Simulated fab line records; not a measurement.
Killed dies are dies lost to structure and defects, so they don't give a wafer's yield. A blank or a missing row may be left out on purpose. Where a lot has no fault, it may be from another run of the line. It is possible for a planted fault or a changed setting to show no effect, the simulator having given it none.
fab line records -- flow berkeleyCmos170
record lots=5, wafers=23
route steps=331 shown ZERO@7 NWELL@28 WELLDRIVE@56 ACTIVE@68 GATE@130 NLDD@159 PSD@178 NSD@191
startH: hours from the record's opening day to when the first of the lot's shown wafers began -- waitH: hours elapsed since this lot's preceding step -- " as in the row above -- L1.1+2: several wafers, shown together as one row -- - either no value or no given start -- * or withheld: withheld -- < > ~ a bound
route shown NAME@n: names a module that has steps shown in the file, with the first one's number in the route -- usual: the fault-free wafers' mean and standard deviation -- same: alike in all rows -- chamber/n: place in a boat -- sites: per-site readings -- _std_site: their standard deviation -- _edge_site: outer sites' mean less inner sites' -- radiusMm: how far each site lies from the wafer's centre -- mask NAME#n: copy n -- behind: tool/chamber where the wafer was last shaped -- hold: what put the lot on hold/how long, in hours/how the hold closed -- device: the transistor (n, p or np) that didn't switch -- end of line: tests run on the same wafers once the route is complete -- a step given without rows: its recipe and nothing more -- killed: dies that structure and defects cost at the first sort, which is not the same as the wafer's yield -- map: a wafer's dies, marking killed ones x, the rest . and places with no die _
set.NAME: the setting that was run; set.NAME@STEP: the one run at that earlier step -- model.NAME: the simulator's own value behind a step, which no gauge read
lots with deliberately changed settings; one table per step, one row per wafer
## steps
# step UCB170_ZERO_COAT_01
# recipe resist=KrF, spinRpm=1500, resistThkNm=900
lot.wafer,tool,chamber,startH,waitH,set.resistThkNm,model.KrF_of_ZERO_COAT_01.thkNm
L075.1,lithoTrack-03,0,22.03,0.1,900,899.4
L075.2,lithoTrack-03,0,22.03,0.1,900,899.6
L075.5,lithoTrack-03,0,22.03,0.1,900,901.7
L079.1,lithoTrack-04,0,43.56,0.1,900,900.5
L079.3,lithoTrack-04,0,43.56,0.1,862.3,859
L079.4,lithoTrack-04,0,43.56,0.1,900,899.1
L079.5,lithoTrack-04,0,43.56,0.1,862.3,861
L079.6,lithoTrack-04,0,43.56,0.1,900,899
L080.1,lithoTrack-03,0,47.43,0.1,900,898.9
L080.3,lithoTrack-03,0,47.43,0.1,870.6,869.1
L080.4,lithoTrack-03,0,47.43,0.1,870.6,869.9
L080.5,lithoTrack-03,0,47.43,0.1,900,901.4
L080.6,lithoTrack-03,0,47.43,0.1,870.6,871.3
L083.1,lithoTrack-04,0,63.27,0.1,916,916.9
L083.3,lithoTrack-04,0,63.27,0.1,916,918.1
L083.4,lithoTrack-04,0,63.27,0.1,916,914.1
L083.5,lithoTrack-04,0,63.27,0.1,900,899.3
L083.6,lithoTrack-04,0,63.27,0.1,900,903
L084.2,lithoTrack-03,0,68.68,0.1,900,901.9
L084.3,lithoTrack-03,0,68.68,0.1,930.7,928.9
L084.4,lithoTrack-03,0,68.68,0.1,930.7,932.8
L084.5,lithoTrack-03,0,68.68,0.1,900,902.4
L084.6,lithoTrack-03,0,68.68,0.1,900,900.8
# step UCB170_ZERO_ETCH_06
# recipe chemistry=CHF3/CF4/Ar, target=SiO2, timeS=12, pressureMtorr=100, rfW=500, CHF3_flow_sccm=50, cf4FlowSccm=10, Ar_flow_sccm=120, overEtchFrac=1.58
lot.wafer,tool,chamber,startH,waitH,set.rfW
L075.1+2+5,rieDiel-04,"3,0,0",23.01,-,500
L079.1+3+4+5+6,rieDiel-04,"3,1,0,2,1",44.59,-,500
L080.1+4+5,rieDiel-03,"0,2,3",48.12,-,500
L080.3+6,rieDiel-03,"3,2",48.12,-,548.8
L083.1+4+5,rieDiel-02,"2,3,1",63.96,-,463.8
L083.3+6,rieDiel-02,0,63.96,-,500
L084.2+3+5,rieDiel-04,"3,2,2",69.47,-,524.8
L084.4+6,rieDiel-04,"3,0",69.47,-,500
# step UCB170_ZERO_STRIP_07
# recipe chemistry=O2, powerW=400, pressureMtorr=3500, platenTempC=withheld, o2FlowSccm=400, overashFraction=0.5
# usual stripTimeToEndpointS=21.47/0.049
lot.wafer,tool,chamber,startH,waitH,set.resistThkNm@ZERO_COAT_01,stripTimeToEndpointS
L075.1,plasmaAsher-04,1,23.04,0.0,900,21.49
L075.2,plasmaAsher-04,0,23.04,0.0,900,21.49
L075.5,plasmaAsher-04,0,23.04,0.0,900,21.53
L079.1,plasmaAsher-01,0,44.61,0.0,900,21.50
L079.3,plasmaAsher-01,1,44.61,0.0,862.3,20.49
L079.4,plasmaAsher-01,0,44.61,0.0,900,21.46
L079.5,plasmaAsher-01,0,44.61,0.0,862.3,20.53
L079.6,plasmaAsher-01,1,44.61,0.0,900,21.44
L080.1,plasmaAsher-01,1,48.15,0.0,900,21.45
L080.3,plasmaAsher-01,1,48.15,0.0,870.6,20.74
L080.4,plasmaAsher-01,0,48.15,0.0,870.6,20.76
L080.5,plasmaAsher-01,0,48.15,0.0,900,21.51
L080.6,plasmaAsher-01,1,48.15,0.0,870.6,20.79
L083.1,plasmaAsher-01,1,63.98,0.0,916,21.86
L083.3,plasmaAsher-01,1,63.98,0.0,916,21.89
L083.4,plasmaAsher-01,0,63.98,0.0,916,21.84
L083.5,plasmaAsher-01,0,63.98,0.0,900,21.47
L083.6,plasmaAsher-01,1,63.98,0.0,900,21.54
L084.2,plasmaAsher-01,1,69.49,0.0,900,21.51
L084.3,plasmaAsher-01,1,69.49,0.0,930.7,22.16
L084.4,plasmaAsher-01,0,69.49,0.0,930.7,22.26
L084.5,plasmaAsher-01,0,69.49,0.0,900,21.52
L084.6,plasmaAsher-01,1,69.49,0.0,900,21.51
# step UCB170_NWELL_IMPLANT_14
# recipe species=P, doseCm2=1e+13, energyKev=150, tiltDeg=7
lot.wafer,tool,chamber,startH,waitH,set.energyKev,model.implant.rpNm,model.implant.drpNm
L075.1+2+5,implanter-04,0,36.19,0.1,150,184.6,62.72
L079.1+5+6,implanter-03,0,60.27,0.1,145,176,61.09
L079.3+4,implanter-03,0,60.27,0.1,150,182.3,62.72
L080.1+3+4+5+6,implanter-03,0,60.54,0.1,150,187.1,62.72
L083.1+3+6,implanter-04,0,76.01,0.1,150,187,62.72
L083.4+5,implanter-04,0,76.01,0.1,143.4,178.4,60.55
L084.2+4+5,implanter-03,0,79.73,0.1,150,189.9,62.72
L084.3+6,implanter-03,0,79.73,0.1,144.1,182.1,60.79
# step UCB170_WELLDRIVE_OXIDATION_01
# recipe tempC=1100, ambient=O2, targetThkA=1990, oxTimeS=9000
lot.wafer,tool,chamber,startH,waitH,set.oxTimeS,model.SiO2_of_WELLDRIVE_OXIDATION_01.thkNm
L075.1,furnace-02,0,60.47,0.8,9000,199.7
L075.2,furnace-02,0,60.47,0.8,9000,204.7
L075.5,furnace-02,0,60.47,0.8,9000,203
L079.1,-,-,-,3.1,7922,186.3
L079.3,-,-,-,3.1,7922,189.7
L079.4,-,-,-,3.1,7922,187.9
L079.5,-,-,-,3.1,7922,190.1
L079.6,-,-,-,3.1,7922,185.8
L080.1,-,-,-,3.0,9000,196.4
L080.3,-,-,-,3.0,9000,199.1
L080.4,-,-,-,3.0,9000,198.8
L080.5,-,-,-,3.0,9000,199.6
L080.6,-,-,-,3.0,9000,200.2
L083.1+3,-,-,-,6.0,10110,215.5
L083.4,-,-,-,6.0,10110,212.2
L083.5,-,-,-,6.0,10110,209.9
L083.6,-,-,-,6.0,10110,213.2
L084.2,-,-,-,7.4,10050,211.7
L084.3+5,-,-,-,7.4,10050,209.9
L084.4,-,-,-,7.4,10050,210.2
L084.6,-,-,-,7.4,10050,210.6
# step UCB170_WELLDRIVE_THK_MEAS_02
# recipe reads=SiO2_of_WELLDRIVE_OXIDATION_01
# usual WELLDRIVE_OXIDE_THK=199.5/2.6
lot.wafer,tool,chamber,startH,waitH,set.oxTimeS@WELLDRIVE_OXIDATION_01,WELLDRIVE_OXIDE_THK[nm]
L075.1,filmMetro-01,-,63.97,0.0,9000,199.7
L075.2,filmMetro-01,-,63.97,0.0,9000,204.6
L075.5,filmMetro-01,-,63.97,0.0,9000,202.9
L079.1,filmMetro-03,-,-,-,7922,186.2
L079.3,filmMetro-03,-,-,-,7922,189.7
L079.4,filmMetro-03,-,-,-,7922,188.0
L079.5,filmMetro-03,-,-,-,7922,190.1
L079.6,filmMetro-03,-,-,-,7922,185.8
L080.1,filmMetro-02,-,-,-,9000,196.4
L080.3,filmMetro-02,-,-,-,9000,199.2
L080.4,filmMetro-02,-,-,-,9000,198.7
L080.5,filmMetro-02,-,-,-,9000,199.5
L080.6,filmMetro-02,-,-,-,9000,200.2
L083.1,filmMetro-02,-,-,-,10110,215.4
L083.3,filmMetro-02,-,-,-,10110,215.5
L083.4,filmMetro-02,-,-,-,10110,212.3
L083.5,filmMetro-02,-,-,-,10110,209.8
L083.6,filmMetro-02,-,-,-,10110,213.3
L084.2,filmMetro-02,-,-,-,10050,211.7
L084.3,filmMetro-02,-,-,-,10050,209.8
L084.4,filmMetro-02,-,-,-,10050,210.1
L084.5,filmMetro-02,-,-,-,10050,209.7
L084.6,filmMetro-02,-,-,-,10050,210.7
# step UCB170_ACTIVE_COAT_08
# recipe resist=KrF, spinRpm=1500, resistThkNm=900
lot.wafer,tool,chamber,startH,waitH,set.resistThkNm,model.KrF_of_ACTIVE_COAT_08.thkNm
L075.1,lithoTrack-03,0,77.74,0.1,900,900.3
L075.2,lithoTrack-03,0,77.74,0.1,900,899.5
L075.5,lithoTrack-03,0,77.74,0.1,900,901.6
L080.1,lithoTrack-02,0,116.04,0.1,900,900.6
L080.3,lithoTrack-02,0,116.04,0.1,851.8,851.9
L080.4,lithoTrack-02,0,116.04,0.1,900,905.9
L080.5,lithoTrack-02,0,116.04,0.1,851.8,853.6
L080.6,lithoTrack-02,0,116.04,0.1,851.8,856.1
L079.1,lithoTrack-03,0,116.06,0.1,900,901.1
L079.3,lithoTrack-03,0,116.06,0.1,953.7,956.6
L079.4,lithoTrack-03,0,116.06,0.1,900,900.8
L079.5,lithoTrack-03,0,116.06,0.1,953.7,954.2
L079.6,lithoTrack-03,0,116.06,0.1,953.7,954.4
L083.1,lithoTrack-03,0,122.95,0.1,900,902.2
L083.3,lithoTrack-03,0,122.95,0.1,864.3,868.3
L083.4,lithoTrack-03,0,122.95,0.1,864.3,868.4
L083.5,lithoTrack-03,0,122.95,0.1,900,904.2
L083.6,lithoTrack-03,0,122.95,0.1,900,906
L084.2,lithoTrack-02,0,133.05,0.1,900,901.2
L084.3,lithoTrack-02,0,133.05,0.1,900,904
L084.4,lithoTrack-02,0,133.05,0.1,900,903.5
L084.5,lithoTrack-02,0,133.05,0.1,900,904.1
L084.6,lithoTrack-02,0,133.05,0.1,900,901
# step UCB170_ACTIVE_DEVELOP_12
# recipe developer=TMAH, developTimeS=45, resist=KrF, devTempC=21
lot.wafer,tool,chamber,startH,waitH,set.developTimeS
L075.1+2+5,lithoTrack-03,0,-,-,45
L080.1+6,lithoTrack-04,0,-,-,45
L080.3+4+5,lithoTrack-04,0,-,-,49.77
L079.1+3+4,lithoTrack-02,0,-,-,45
L079.5+6,lithoTrack-02,0,-,-,39.32
L083.1+5,lithoTrack-02,0,-,-,51.19
L083.3+4+6,lithoTrack-02,0,-,-,45
L084.2+3+4+5+6,lithoTrack-02,0,-,-,45
# step UCB170_ACTIVE_ETCH_15
# recipe chemistry=CH3F/Ar/O2, target=Si3N4, stopOn=SiO2, CH3F_flow_sccm=20, Ar_flow_sccm=50, O2_flow_sccm=7, pressureMtorr=50, rfW=450, targetDepthA=2420, overEtchFrac=0.1, timeS=151
lot.wafer,tool,chamber,startH,waitH,set.resistThkNm@ACTIVE_COAT_08,model.KrF_of_ACTIVE_COAT_08.thkNm
L075.1,rieDiel-02,2,78.80,0.0,900,716.1
L075.2,rieDiel-02,0,78.80,0.0,900,716.7
L075.5,rieDiel-02,3,78.80,0.0,900,725.9
L080.1,rieDiel-01,2,117.02,0.0,900,723.1
L080.3,rieDiel-01,0,117.02,0.0,851.8,676.8
L080.4,rieDiel-01,0,117.02,0.0,900,730.4
L080.5,rieDiel-01,2,117.02,0.0,851.8,676.1
L080.6,rieDiel-01,1,117.02,0.0,851.8,676.6
L079.1,rieDiel-02,0,117.25,0.0,900,722.7
L079.3,rieDiel-02,3,117.25,0.0,953.7,783.3
L079.4,rieDiel-02,1,117.25,0.0,900,718.6
L079.5,rieDiel-02,0,117.25,0.0,953.7,775.9
L079.6,rieDiel-02,1,117.25,0.0,953.7,773.2
L083.1,rieDiel-03,2,124.74,0.0,900,729.3
L083.3,rieDiel-03,3,124.74,0.0,864.3,696.2
L083.4,rieDiel-03,1,124.74,0.0,864.3,691.6
L083.5,rieDiel-03,2,124.74,0.0,900,729.7
L083.6,rieDiel-03,3,124.74,0.0,900,733.7
L084.2,rieDiel-02,3,134.03,0.0,900,727.4
L084.3,rieDiel-02,0,134.03,0.0,900,723
L084.4,rieDiel-02,1,134.03,0.0,900,719.1
L084.5,rieDiel-02,1,134.03,0.0,900,722
L084.6,rieDiel-02,2,134.03,0.0,900,724.2
# step UCB170_ACTIVE_STRIP_16
# recipe chemistry=O2, powerW=400, pressureMtorr=3500, platenTempC=withheld, o2FlowSccm=400, overashFraction=0.5
# usual stripTimeToEndpointS=18.08/0.11
lot.wafer,tool,chamber,startH,waitH,set.resistThkNm@ACTIVE_COAT_08,stripTimeToEndpointS
L075.1,plasmaAsher-01,1,78.90,0.1,900,17.88
L075.2,plasmaAsher-01,0,78.90,0.1,900,17.90
L075.5,plasmaAsher-01,1,78.90,0.1,900,18.12
L080.1,plasmaAsher-02,0,117.12,0.1,900,18.06
L080.3,plasmaAsher-02,1,117.12,0.1,851.8,16.96
L080.4,plasmaAsher-02,0,117.12,0.1,900,18.22
L080.5,plasmaAsher-02,0,117.12,0.1,851.8,16.94
L080.6,plasmaAsher-02,1,117.12,0.1,851.8,16.93
L079.1,plasmaAsher-02,1,117.35,0.1,900,18.05
L079.3,plasmaAsher-02,0,117.35,0.1,953.7,19.49
L079.4,plasmaAsher-02,1,117.35,0.1,900,17.93
L079.5,plasmaAsher-02,0,117.35,0.1,953.7,19.33
L079.6,plasmaAsher-02,1,117.35,0.1,953.7,19.26
L083.1,plasmaAsher-04,0,124.84,0.1,900,18.20
L083.3,plasmaAsher-04,0,124.84,0.1,864.3,17.41
L083.4,plasmaAsher-04,1,124.84,0.1,864.3,17.29
L083.5,plasmaAsher-04,1,124.84,0.1,900,18.21
L083.6,plasmaAsher-04,0,124.84,0.1,900,18.31
L084.2,plasmaAsher-04,0,134.13,0.1,900,18.17
L084.3,plasmaAsher-04,1,134.13,0.1,900,18.06
L084.4,plasmaAsher-04,0,134.13,0.1,900,17.97
L084.5,plasmaAsher-04,0,134.13,0.1,900,18.04
L084.6,plasmaAsher-04,1,134.13,0.1,900,18.06
# step UCB170_GATE_CVD_04
# recipe material=poly-Si, tempC=610, precursor=SiH4, timeS=1440, pressureMtorr=375, targetThkNm=214, sih4FlowSccm=120
lot.wafer,tool,chamber,startH,waitH,set.timeS,model.poly-Si_of_GATE_CVD_04.thkNm
L075.1,lpcvd-01,0,128.69,0.3,1440,211.8
L075.2,lpcvd-01,0,128.69,0.3,1440,212.4
L075.5,lpcvd-01,0,128.69,0.3,1440,212.9
L079.1,-,-,-,0.0,1296,191.4
L079.3,-,-,-,0.0,1296,191
L079.4,-,-,-,0.0,1296,191.8
L079.5,-,-,-,0.0,1296,194.1
L079.6,-,-,-,0.0,1296,191.6
L080.1,-,-,-,0.0,1440,210.7
L080.3,-,-,-,0.0,1440,213.3
L080.4,-,-,-,0.0,1440,214.2
L080.5,-,-,-,0.0,1440,212.4
L080.6,-,-,-,0.0,1440,213.7
L083.1,-,-,-,0.0,1294,193.8
L083.3,-,-,-,0.0,1294,192.9
L083.4,-,-,-,0.0,1294,192.6
L083.5,-,-,-,0.0,1294,194.2
L083.6,-,-,-,0.0,1294,193.5
L084.2,-,-,-,0.0,1440,213.8
L084.3,-,-,-,0.0,1440,216.1
L084.4,-,-,-,0.0,1440,215
L084.5,-,-,-,0.0,1440,216.2
L084.6,-,-,-,0.0,1440,215.4
# step UCB170_GATE_THK_MEAS_05
# recipe reads=poly-Si_of_GATE_CVD_04
# usual GATE_POLY_THK=214.0/1.7
lot.wafer,tool,chamber,startH,waitH,set.timeS@GATE_CVD_04,GATE_POLY_THK[nm]
L075.1,filmMetro-02,-,130.09,0.0,1440,211.7
L075.2,filmMetro-02,-,130.09,0.0,1440,212.3
L075.5,filmMetro-02,-,130.09,0.0,1440,213.1
L079.1,filmMetro-03,-,-,-,1296,191.4
L079.3,filmMetro-03,-,-,-,1296,191.1
L079.4,filmMetro-03,-,-,-,1296,191.6
L079.5,filmMetro-03,-,-,-,1296,194.3
L079.6,filmMetro-03,-,-,-,1296,191.7
L080.1,filmMetro-02,-,-,-,1440,210.6
L080.3,filmMetro-02,-,-,-,1440,213.4
L080.4,filmMetro-02,-,-,-,1440,214.3
L080.5,filmMetro-02,-,-,-,1440,212.2
L080.6,filmMetro-02,-,-,-,1440,213.7
L083.1,filmMetro-03,-,-,-,1294,193.9
L083.3,filmMetro-03,-,-,-,1294,192.8
L083.4,filmMetro-03,-,-,-,1294,192.6
L083.5,filmMetro-03,-,-,-,1294,194.2
L083.6,filmMetro-03,-,-,-,1294,193.5
L084.2,filmMetro-03,-,-,-,1440,213.8
L084.3,filmMetro-03,-,-,-,1440,216.0
L084.4,filmMetro-03,-,-,-,1440,214.9
L084.5,filmMetro-03,-,-,-,1440,216.2
L084.6,filmMetro-03,-,-,-,1440,215.6
# step UCB170_NLDD_COAT_01
# recipe resist=KrF, spinRpm=1500, resistThkNm=900
lot.wafer,tool,chamber,startH,waitH,set.spinRpm,model.KrF_of_NLDD_COAT_01.thkNm
L075.1,lithoTrack-03,0,133.87,0.1,1500,901.5
L075.2,lithoTrack-03,0,133.87,0.1,1500,901.2
L075.5,lithoTrack-03,0,133.87,0.1,1500,902.2
L079.1,lithoTrack-01,0,169.08,0.1,1552,884.2
L079.3,lithoTrack-01,0,169.08,0.1,1500,900.7
L079.4,lithoTrack-01,0,169.08,0.1,1500,899.2
L079.5,lithoTrack-01,0,169.08,0.1,1500,900
L079.6,lithoTrack-01,0,169.08,0.1,1552,885.8
L083.1,lithoTrack-03,0,169.37,0.1,1500,896.3
L083.3,lithoTrack-03,0,169.37,0.1,1500,900.1
L083.4,lithoTrack-03,0,169.37,0.1,1532,888.2
L083.5,lithoTrack-03,0,169.37,0.1,1532,888.8
L083.6,lithoTrack-03,0,169.37,0.1,1500,900.3
L080.1,lithoTrack-03,0,169.82,0.1,1500,901.1
L080.3,lithoTrack-03,0,169.82,0.1,1500,902.2
L080.4+5,lithoTrack-03,0,169.82,0.1,1500,901.6
L080.6,lithoTrack-03,0,169.82,0.1,1500,901.9
L084.2,lithoTrack-01,0,179.42,0.1,1500,902.6
L084.3,lithoTrack-01,0,179.42,0.1,1576,878.7
L084.4,lithoTrack-01,0,179.42,0.1,1576,876.3
L084.5,lithoTrack-01,0,179.42,0.1,1500,900
L084.6,lithoTrack-01,0,179.42,0.1,1500,900.1
# step UCB170_NLDD_SOFTBAKE_02
# recipe resist=KrF, tempC=130, timeS=60
# step UCB170_NLDD_EXPOSE_03
# recipe maskId=NSELECT, na=0.5, sigmaOuter=0.6, sourceShape=conventional, targetCdNm=1200, doseMj=30
# step UCB170_NLDD_IMPLANT_08
# recipe species=As, doseCm2=5e+13, energyKev=30, tiltDeg=7, rotationDeg=0
# step UCB170_NLDD_IMPLANT_09
# recipe species=As, doseCm2=5e+13, energyKev=30, tiltDeg=7, rotationDeg=180
# step UCB170_NLDD_STRIP_10
# recipe chemistry=O2, powerW=400, pressureMtorr=3500, platenTempC=withheld, o2FlowSccm=400, overashFraction=0.5
# usual stripTimeToEndpointS=21.62/0.051
lot.wafer,tool,chamber,startH,waitH,set.spinRpm@NLDD_COAT_01,stripTimeToEndpointS
L075.1,plasmaAsher-03,0,135.34,0.1,1500,21.66
L075.2,plasmaAsher-03,1,135.34,0.1,1500,21.67
L075.5,plasmaAsher-03,0,135.34,0.1,1500,21.69
L079.1,plasmaAsher-02,1,170.68,0.1,1552,21.24
L079.3,plasmaAsher-02,0,170.68,0.1,1500,21.65
L079.4,plasmaAsher-02,1,170.68,0.1,1500,21.61
L079.5,plasmaAsher-02,0,170.68,0.1,1500,21.63
L079.6,plasmaAsher-02,1,170.68,0.1,1552,21.30
L083.1,plasmaAsher-03,1,170.83,0.1,1500,21.53
L083.3,plasmaAsher-03,0,170.83,0.1,1500,21.63
L083.4,plasmaAsher-03,1,170.83,0.1,1532,21.35
L083.5,plasmaAsher-03,0,170.83,0.1,1532,21.36
L083.6,plasmaAsher-03,1,170.83,0.1,1500,21.65
L080.1,plasmaAsher-02,1,171.09,0.1,1500,21.67
L080.3,plasmaAsher-02,0,171.09,0.1,1500,21.67
L080.4,plasmaAsher-02,1,171.09,0.1,1500,21.66
L080.5,plasmaAsher-02,0,171.09,0.1,1500,21.67
L080.6,plasmaAsher-02,1,171.09,0.1,1500,21.68
L084.2,plasmaAsher-03,1,180.54,0.1,1500,21.68
L084.3,plasmaAsher-03,0,180.54,0.1,1576,21.11
L084.4,plasmaAsher-03,1,180.54,0.1,1576,21.07
L084.5,plasmaAsher-03,1,180.54,0.1,1500,21.63
L084.6,plasmaAsher-03,0,180.54,0.1,1500,21.63
# step UCB170_PSD_EXPOSE_03
# recipe maskId=PSELECT_MOD, na=0.5, sigmaOuter=0.6, sourceShape=conventional, targetCdNm=1200, doseMj=30
lot.wafer,tool,chamber,startH,waitH,mask,set.doseMj
L075.1+2+5,krfScanner-02,0,140.54,0.2,PSELECT_MOD#0,30
L079.1+3+4+5+6,krfScanner-01,0,174.95,0.2,PSELECT_MOD#0,30
L080.1+6,krfScanner-01,0,176.60,0.1,PSELECT_MOD#0,31.37
L080.3+4+5,krfScanner-01,0,176.60,0.1,PSELECT_MOD#0,30
L083.1+3+4,krfScanner-02,0,176.95,0.3,PSELECT_MOD#0,30
L083.5+6,krfScanner-02,0,176.95,0.3,PSELECT_MOD#0,29.09
L084.2+4+6,krfScanner-02,0,187.10,0.1,PSELECT_MOD#0,30
L084.3+5,krfScanner-02,0,187.10,0.1,PSELECT_MOD#0,31.5
# step UCB170_PSD_PEB_04
# recipe pebTempC=129.1, pebTimeS=withheld, resist=KrF
# step UCB170_PSD_DEVELOP_05
# recipe developer=TMAH, developTimeS=45, resist=KrF, devTempC=21
# step UCB170_PSD_CD_MEAS_06
# recipe targetCdNm=1200
# usual cdNm=1200.0/1.4
lot.wafer,tool,chamber,startH,waitH,set.doseMj@PSD_EXPOSE_03,cdNm
L075.1,cdSem-02,-,140.93,-,30,1197.5
L075.2,cdSem-02,-,140.93,-,30,1196.3
L075.5,cdSem-02,-,140.93,-,30,1196.9
L079.1,cdSem-02,-,175.38,-,30,1198.3
L079.3,cdSem-02,-,175.38,-,30,1199.0
L079.4,cdSem-02,-,175.38,-,30,1198.3
L079.5,cdSem-02,-,175.38,-,30,1198.3
L079.6,cdSem-02,-,175.38,-,30,1197.9
L080.1,cdSem-02,-,177.34,-,31.37,1207.9
L080.3,cdSem-02,-,177.34,-,30,1199.5
L080.4,cdSem-02,-,177.34,-,30,1198.4
L080.5,cdSem-02,-,177.34,-,30,1200.4
L080.6,cdSem-02,-,177.34,-,31.37,1207.0
L083.1,cdSem-01,-,177.77,-,30,1201.5
L083.3,cdSem-01,-,177.77,-,30,1201.8
L083.4,cdSem-01,-,177.77,-,30,1202.2
L083.5,cdSem-01,-,177.77,-,29.09,1196.4
L083.6,cdSem-01,-,177.77,-,29.09,1197.1
L084.2,cdSem-01,-,187.83,-,30,1200.1
L084.3,cdSem-01,-,187.83,-,31.5,1208.0
L084.4,cdSem-01,-,187.83,-,30,1199.3
L084.5,cdSem-01,-,187.83,-,31.5,1207.6
L084.6,cdSem-01,-,187.83,-,30,1199.0
# step UCB170_NSD_PEB_04
# recipe pebTempC=130, pebTimeS=withheld, resist=KrF
lot.wafer,tool,chamber,startH,waitH,set.pebTempC
L075.1+2+5,lithoTrack-02,0,144.66,0.8,130
L079.1+4+5,lithoTrack-03,0,177.77,0.6,126.3
L079.3+6,lithoTrack-03,0,177.77,0.6,130
L080.1+3+4+5+6,lithoTrack-02,0,178.69,0.2,130
L083.1+4,lithoTrack-03,0,179.39,0.3,131
L083.3+5+6,lithoTrack-03,0,179.39,0.3,130
L084.2+3+4+5+6,lithoTrack-03,0,189.95,0.5,130
# step UCB170_NSD_DEVELOP_05
# recipe developer=TMAH, developTimeS=45, resist=KrF, devTempC=21
# step UCB170_NSD_CD_MEAS_06
# recipe targetCdNm=1200
# usual cdNm=1200.4/1.4
lot.wafer,tool,chamber,startH,waitH,set.pebTempC@NSD_PEB_04,cdNm
L075.1,cdSem-02,-,144.94,-,130,1200.6
L075.2,cdSem-02,-,144.94,-,130,1201.3
L075.5,cdSem-02,-,144.94,-,130,1201.1
L079.1,cdSem-02,-,178.04,-,126.3,1171.3
L079.3,cdSem-02,-,178.04,-,130,1198.0
L079.4,cdSem-02,-,178.04,-,126.3,1170.7
L079.5,cdSem-02,-,178.04,-,126.3,1169.9
L079.6,cdSem-02,-,178.04,-,130,1199.4
L080.1,cdSem-01,-,178.97,-,130,1201.0
L080.3,cdSem-01,-,178.97,-,130,1201.5
L080.4,cdSem-01,-,178.97,-,130,1200.2
L080.5,cdSem-01,-,178.97,-,130,1200.4
L080.6,cdSem-01,-,178.97,-,130,1199.8
L083.1,cdSem-01,-,179.67,-,131,1205.4
L083.3,cdSem-01,-,179.67,-,130,1198.0
L083.4,cdSem-01,-,179.67,-,131,1206.1
L083.5,cdSem-01,-,179.67,-,130,1197.6
L083.6,cdSem-01,-,179.67,-,130,1199.1
L084.2,cdSem-02,-,190.22,-,130,1198.8
L084.3,cdSem-02,-,190.22,-,130,1197.8
L084.4,cdSem-02,-,190.22,-,130,1198.7
L084.5,cdSem-02,-,190.22,-,130,1199.2
L084.6,cdSem-02,-,190.22,-,130,1198.4
## key
split step=UCB170_ZERO_COAT_01, setting=resistThkNm, stated=900, by=wafer
response step=UCB170_ZERO_COAT_01, reading=model.KrF_of_ZERO_COAT_01.thkNm, change=+9.08, per=1%, r=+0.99
response step=UCB170_ZERO_STRIP_07, reading=stripTimeToEndpointS, change=*, per=1%, r=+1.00
split step=UCB170_ZERO_ETCH_06, setting=rfW, stated=500, by=wafer
response none clear
split step=UCB170_NWELL_IMPLANT_14, setting=energyKev, stated=150, by=wafer
response step=UCB170_NWELL_IMPLANT_14, reading=model.implant.rpNm, change=+1.95, per=1%, r=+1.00
response step=UCB170_NWELL_IMPLANT_14, reading=model.implant.drpNm, change=+0.492, per=1%, r=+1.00
split step=UCB170_WELLDRIVE_OXIDATION_01, setting=oxTimeS, stated=9000, by=lot
response step=UCB170_WELLDRIVE_OXIDATION_01, reading=model.SiO2_of_WELLDRIVE_OXIDATION_01.thkNm, change=+0.995, per=1%, r=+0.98
response step=UCB170_WELLDRIVE_THK_MEAS_02, reading=WELLDRIVE_OXIDE_THK, change=+0.994, per=1%, r=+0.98
split step=UCB170_ACTIVE_COAT_08, setting=resistThkNm, stated=900, by=wafer
response step=UCB170_ACTIVE_COAT_08, reading=model.KrF_of_ACTIVE_COAT_08.thkNm, change=+9.11, per=1%, r=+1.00
response step=UCB170_ACTIVE_ETCH_15, reading=model.KrF_of_ACTIVE_COAT_08.thkNm, change=+9.44, per=1%, r=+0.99
response step=UCB170_ACTIVE_STRIP_16, reading=stripTimeToEndpointS, change=*, per=1%, r=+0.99
split step=UCB170_ACTIVE_DEVELOP_12, setting=developTimeS, stated=45, by=wafer
response none clear
split step=UCB170_GATE_CVD_04, setting=timeS, stated=1440, by=lot
response step=UCB170_GATE_CVD_04, reading=model.poly-Si_of_GATE_CVD_04.thkNm, change=+2.09, per=1%, r=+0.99
response step=UCB170_GATE_THK_MEAS_05, reading=GATE_POLY_THK, change=+2.08, per=1%, r=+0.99
split step=UCB170_NLDD_COAT_01, setting=spinRpm, stated=1500, by=wafer
response step=UCB170_NLDD_COAT_01, reading=model.KrF_of_NLDD_COAT_01.thkNm, change=-4.56, per=1%, r=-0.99
response step=UCB170_NLDD_STRIP_10, reading=stripTimeToEndpointS, change=*, per=1%, r=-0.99
split step=UCB170_PSD_EXPOSE_03, setting=doseMj, stated=30, by=wafer
response step=UCB170_PSD_CD_MEAS_06, reading=cdNm, change=+1.7, per=1%, r=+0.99
split step=UCB170_NSD_PEB_04, setting=pebTempC, stated=130, by=wafer
response step=UCB170_NSD_CD_MEAS_06, reading=cdNm, change=+9.87, per=1%, r=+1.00
